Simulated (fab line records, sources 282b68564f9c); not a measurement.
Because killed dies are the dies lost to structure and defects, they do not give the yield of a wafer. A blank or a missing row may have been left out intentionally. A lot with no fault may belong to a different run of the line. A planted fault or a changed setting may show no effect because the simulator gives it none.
Which tool was responsible?    flow rit cmos    route of 202 steps, sampled at 1 step: 14 lots, 42 wafers

WHAT THE GAUGES SHOWED, per wafer
No reading from a measuring or inspecting step in the record can be judged against a usual standard deviation.

EACH LOT AND THE TOOL THAT RAN IT (in order: tool; ch and the chambers of the sampled wafers; start)
lot   RIT_NRETRO_EXPOSE_03
L698  iline stepper-02 ch 0, day 2 15:43
L699  iline stepper-01 ch 0, day 2 21:11
L700  iline stepper-01 ch 0, day 3 03:45
L701  iline stepper-02 ch 0, day 3 12:02
L702  iline stepper-02, day 3 15:16
L703  iline stepper-02, day 3 20:49
L704  iline stepper-02 ch 0, day 4 05:25
L706  iline stepper-02 ch 0, day 4 13:05
L710  iline stepper-01 ch 0, day 5 05:58
L711  iline stepper-02 ch 0, day 5 09:53
L713  iline stepper-02 ch 0, day 5 22:33
L714  iline stepper-02 ch 0, day 6 02:53
L716  iline stepper-02 ch 0, day 6 11:16
L719  iline stepper-02 ch 0, day 7 03:31
- RIT_NRETRO_EXPOSE_03: exposes mask M4, target cd 43900 nm.

WHAT THE TOOLS THEMSELVES READ (means of the sampled wafers that have a number; where no wafer has one, the mark that the record gives instead)
RIT_NRETRO_EXPOSE_03.
lot   tool              exposure dose mJ cm2  focus offset nm (nm)
L698  iline stepper-02  250.13                -0.2
L699  iline stepper-01  250.21                -0.5
L700  iline stepper-01  250.10                0.3
L701  iline stepper-02  250.04                -0.4
L702  iline stepper-02  -                     -
L703  iline stepper-02  -                     -
L704  iline stepper-02  250.30                -0.3
L706  iline stepper-02  250.20                0.2
L710  iline stepper-01  250.22                -0.0
L711  iline stepper-02  250.00                0.1
L713  iline stepper-02  249.85                -0.5
L714  iline stepper-02  250.05                -0.3
L716  iline stepper-02  249.89                0.4
L719  iline stepper-02  250.21                -0.4

THE ANSWER, worked out from the rows above alone
Rule: usual is defined by the lots themselves. Put in order of their means at a reading, lots are off if they are a third of the lots or fewer, leave a main group of 4 or more, and stand apart from it by a gap of 3 or more times the standard deviation of the main group's means; of several such gaps the widest counts. A main group is skipped when, at the precision printed for the reading in the tables above, its means are all equal. Also off: a lot with no number at a reading for which 4 or more lots have one. All remaining lots with rows at the step are treated as sound. Order of review: gauges by route order, followed by the tools' own readings, for which a lot's mean as printed above is used. The first step at which some lot is off is used, and at that step the reading that is off furthest; a lot without a number counts as furthest.
Off, at RIT_NRETRO_EXPOSE_03 on exposure dose mJ cm2: L702, L703. Without a number there: L702, L703. Mean 250.10 and standard deviation 0.13 in the main group.
A tool fits if, at that step or a process step before it, it ran every lot that is off, and no sound lot after the first of them. Not one of the candidates tried fits.

WHAT THE SIMULATOR PUT IN
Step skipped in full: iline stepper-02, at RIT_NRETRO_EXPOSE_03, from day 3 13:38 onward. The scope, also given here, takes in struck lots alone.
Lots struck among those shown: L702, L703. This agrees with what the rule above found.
